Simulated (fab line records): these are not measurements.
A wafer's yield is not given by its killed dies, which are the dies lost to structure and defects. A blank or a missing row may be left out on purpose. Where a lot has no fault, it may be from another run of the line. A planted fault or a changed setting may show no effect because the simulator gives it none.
Commonality check across tools / flow rit-cmos / 13 lots and 42 wafers in the sample

## WHY IT WAS OPENED
RIT_PRETRO_TW_MEAS_10, reading PRETRO_TW: flagged on 1 of 13 lots. No-fault wafers: 479, standard deviation 7.6.
Rule: a lot is flagged when every wafer of it that has a number lies more than 4 standard deviations from that mean, or none has a number. As for the other lots, they are considered sound.

lot=L276; measured=day 2 09:01; on=film-metro-01; PRETRO_TW, wafer by wafer=469 465 468; flag=
lot=L277; measured=day 2 12:58; on=film-metro-03; PRETRO_TW, wafer by wafer=484 484 486; flag=
lot=L278; measured=day 2 17:10; on=film-metro-01; PRETRO_TW, wafer by wafer=469 467 467; flag=
lot=L279; measured=day 2 22:15; on=film-metro-01; PRETRO_TW, wafer by wafer=466 468 468; flag=
lot=L282; measured=day 3 14:32; on=film-metro-04; PRETRO_TW, wafer by wafer=30 30 30 30 30 30; flag=FLAGGED
lot=L284; measured=day 3 23:15; on=film-metro-04; PRETRO_TW, wafer by wafer=481 482 480; flag=
lot=L285; measured=day 4 04:10; on=film-metro-01; PRETRO_TW, wafer by wafer=470 468 469; flag=
lot=L292; measured=day 5 15:39; on=film-metro-01; PRETRO_TW, wafer by wafer=470 469 472; flag=
lot=L294; measured=day 6 02:13; on=film-metro-03; PRETRO_TW, wafer by wafer=488 492 488; flag=
lot=L295; measured=day 6 06:35; on=film-metro-04; PRETRO_TW, wafer by wafer=484 482 482; flag=
lot=L296; measured=day 6 11:34; on=film-metro-01; PRETRO_TW, wafer by wafer=473 470 471; flag=
lot=L298; measured=day 6 22:26; on=film-metro-03; PRETRO_TW, wafer by wafer=491 491 492; flag=
lot=L299; measured=day 7 02:23; on=film-metro-04; PRETRO_TW, wafer by wafer=481 483 484; flag=
The numbers of the flagged lots are 30 on average: -449 against the usual, or -59 standard deviations.

## TOOL THAT RAN EACH LOT
The record keeps 1 process step preceding the reading, out of 202 steps on the route. Each cell gives the tool, then ch followed by the chambers the sampled wafers passed through, then the start.
lot=L276; flag=; RIT_PRETRO_EXPOSE_03=iline-stepper-02 ch 0, day 2 07:58
lot=L277; flag=; RIT_PRETRO_EXPOSE_03=iline-stepper-01 ch 0, day 2 11:56
lot=L278; flag=; RIT_PRETRO_EXPOSE_03=iline-stepper-01 ch 0, day 2 16:08
lot=L279; flag=; RIT_PRETRO_EXPOSE_03=iline-stepper-01 ch 0, day 2 21:13
lot=L282; flag=FLAGGED; RIT_PRETRO_EXPOSE_03=iline-stepper-02 ch 0, day 3 13:30
lot=L284; flag=; RIT_PRETRO_EXPOSE_03=iline-stepper-02 ch 0, day 3 22:13
lot=L285; flag=; RIT_PRETRO_EXPOSE_03=iline-stepper-01 ch 0, day 4 03:08
lot=L292; flag=; RIT_PRETRO_EXPOSE_03=iline-stepper-02 ch 0, day 5 14:17
lot=L294; flag=; RIT_PRETRO_EXPOSE_03=iline-stepper-02 ch 0, day 6 01:11
lot=L295; flag=; RIT_PRETRO_EXPOSE_03=iline-stepper-02 ch 0, day 6 05:32
lot=L296; flag=; RIT_PRETRO_EXPOSE_03=iline-stepper-02 ch 0, day 6 10:32
lot=L298; flag=; RIT_PRETRO_EXPOSE_03=iline-stepper-02 ch 0, day 6 21:24
lot=L299; flag=; RIT_PRETRO_EXPOSE_03=iline-stepper-02 ch 0, day 7 01:20
What the steps here do:
- RIT_PRETRO_EXPOSE_03: exposes mask M5, target cd 43700 nm.
- RIT_PRETRO_TW_MEAS_10

## FLAGGED OVER TOTAL, TOOL BY TOOL (the gauges that took the reading come last)
step=RIT_PRETRO_EXPOSE_03; tool=iline-stepper-01; lots run=4; flagged=0; share of the flagged lots=none; sound lots run after its first flagged lot=-
step=RIT_PRETRO_EXPOSE_03; tool=iline-stepper-02; lots run=9; flagged=1; share of the flagged lots=all; sound lots run after its first flagged lot=7 (L284,L292,L294,L295,L296,L298,L299)
step=RIT_PRETRO_TW_MEAS_10; tool=film-metro-01; lots run=6; flagged=0; share of the flagged lots=none; sound lots run after its first flagged lot=-
step=RIT_PRETRO_TW_MEAS_10; tool=film-metro-03; lots run=3; flagged=0; share of the flagged lots=none; sound lots run after its first flagged lot=-
step=RIT_PRETRO_TW_MEAS_10; tool=film-metro-04; lots run=4; flagged=1; share of the flagged lots=all; sound lots run after its first flagged lot=3 (L284,L295,L299)

## THE TABLE: WHAT IT ALLOWS
iline-stepper-02 at RIT_PRETRO_EXPOSE_03 and film-metro-04 at RIT_PRETRO_TW_MEAS_10 are the 2 rows of the table that ran each flagged lot.
- iline-stepper-02 at RIT_PRETRO_EXPOSE_03 ran 9 lots, 1 of them flagged. After the first flagged lot (L284, L292, L294, L295, L296, L298, L299), sound lots still ran on it; a lasting fault on the whole tool would not permit that.
- film-metro-04 at RIT_PRETRO_TW_MEAS_10 ran 4 lots, 1 of them flagged. After the first flagged lot (L284, L295, L299), sound lots still ran on it; a lasting fault on the whole tool would not permit that.
Every row of the table either missed a flagged lot or ran a sound lot after the first.

## WHAT THE SIMULATOR HAD INSERTED
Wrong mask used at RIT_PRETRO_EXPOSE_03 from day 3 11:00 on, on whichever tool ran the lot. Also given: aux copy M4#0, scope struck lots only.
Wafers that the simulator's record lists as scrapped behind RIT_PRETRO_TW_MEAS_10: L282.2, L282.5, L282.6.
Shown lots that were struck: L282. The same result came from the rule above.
